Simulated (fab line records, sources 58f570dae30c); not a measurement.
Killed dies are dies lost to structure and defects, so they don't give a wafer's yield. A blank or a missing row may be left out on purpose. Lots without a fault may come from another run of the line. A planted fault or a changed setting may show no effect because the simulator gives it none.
A struck lot beside a sound one | flow berkeley_cmos170 | 16 steps out of a route of 331
Sound: wafers L820.2, L820.4, L820.5. Struck: wafer L835.3. (L835.4, L835.6 of the same lot were not struck and are left out.) The cause comes at the end.
At each step with rows: each side's tool, then ch and its chambers, then its first start. Under that, the readings that differ: sound wafers | struck wafers | difference of the means | sigmas: that difference in standard deviations of wafers without a fault.
alike: readings whose means differ by less than 2 such deviations, and words and numbers that are the same on both sides. not compared: withheld readings, readings that some wafer has no value for, bounds like >300 that may hide the same value, and numbers for which the record gives no deviation and whose values overlap.
The two part at a step that has a row with sigmas, a row that says differs or no value, or rows on one side only. Numbers that don't overlap but have no deviation are shown without sigmas and don't part them. A reading that every wafer of one side lacks parts them only if that side has two wafers or more.

first, 6 steps without rows for these wafers: UCB170_M2_COAT_09; UCB170_M2_COAT_10 (resist thk 900 nm); UCB170_M2_SOFTBAKE_11 (time 60 s); UCB170_M2_EXPOSE_12 (exposes mask METAL2, target cd 700 nm); UCB170_M2_PEB_13; UCB170_M2_DEVELOP_14 (develop time 45 s).
UCB170_M2_CD_MEAS_15: target cd 700 nm.
  sound on cd_sem-01, day 7 18:11; struck on cd_sem-01, day 11 04:25
  alike: cd_nm
UCB170_M2_OVL_MEAS_16:
  sound on overlay-01, day 7 18:18; struck on overlay-02, day 11 04:31
  alike: M2_OVL
UCB170_M2_ETCH_17: etches BARC in N2/H2.
  sound on rie_diel-01 ch 2,3, day 7 18:20; struck on rie_diel-01 ch 3, day 11 04:32
  reading             | sound             | struck | difference | sigmas
  bias_w (W)          | 100.5 100.4 100.3 | 99.7   | -0.7       | -2
  h2_flow_sccm (sccm) | 201.0 200.7 200.7 | 199.4  | -1.4       | -2
  alike: drypump_motor_current_A, oes_product_au, throttle_valve_pct
UCB170_M2_METAL_ETCH_18: etches Al in Cl2/BCl3, stops on SiO2, target depth 1170 nm, time 195 s.
  sound on rie_metal-01 ch 0,1, day 7 18:22; struck on rie_metal-04 ch 0, day 11 04:38
  alike: bias_w, drypump_motor_current_A, oes_product_au, throttle_valve_pct
  not compared: rf_hours_counter_h
UCB170_M2_STRIP_19: strips in O2.
  sound on plasma_asher-03 ch 1, day 7 18:34; struck on plasma_asher-03 ch 1, day 11 04:48
  alike: drypump_motor_current_A, oes_product_au
  not compared: rf_hours_counter_h
UCB170_M2_CD_MEAS_90: target cd 700 nm.
  sound on cd_sem-01, day 7 18:41; struck on cd_sem-02, day 11 04:55
  alike: cd_nm
UCB170_V2_CVD_00: deposits SiO2 from TEOS/O2, target thk 2000 nm, time 250 s.
  sound on pecvd-02 ch 0,1,2, day 7 18:47; struck on pecvd-01 ch 0, day 11 04:59
  reading                             | sound             | struck | difference | sigmas
  run_length_s (s)                    | 277.9 279.0 278.2 | 226.7  | -51.7      | -85
  model.SiO2_of_V2_CVD_00.thk_nm (nm) | 1956 1990 1952    | 1616   | -350       |
  alike: heater_power_w
UCB170_V2_THK_MEAS_01:
  sound on film_metro-03, day 7 18:57; struck on film_metro-04, day 11 05:10
  reading          | sound          | struck | difference | sigmas
  V2_TEOS_THK (nm) | 1958 1988 1951 | 1615   | -351       | -11
UCB170_V2_CMP_02: polishes SiO2.
  sound on cmp-01 ch 1,3, day 7 19:00; struck on cmp-02 ch 3, day 11 05:15
  alike: motor_current_A, platen_rpm
UCB170_M3_PROBE_99:
  the record has rows for the sound wafers here (prober-02, day 8 00:27) and none for the struck ones

WHERE THEY PART
First at UCB170_M2_ETCH_17; last, within this record, at UCB170_M3_PROBE_99.

WHY: what the simulator had put in
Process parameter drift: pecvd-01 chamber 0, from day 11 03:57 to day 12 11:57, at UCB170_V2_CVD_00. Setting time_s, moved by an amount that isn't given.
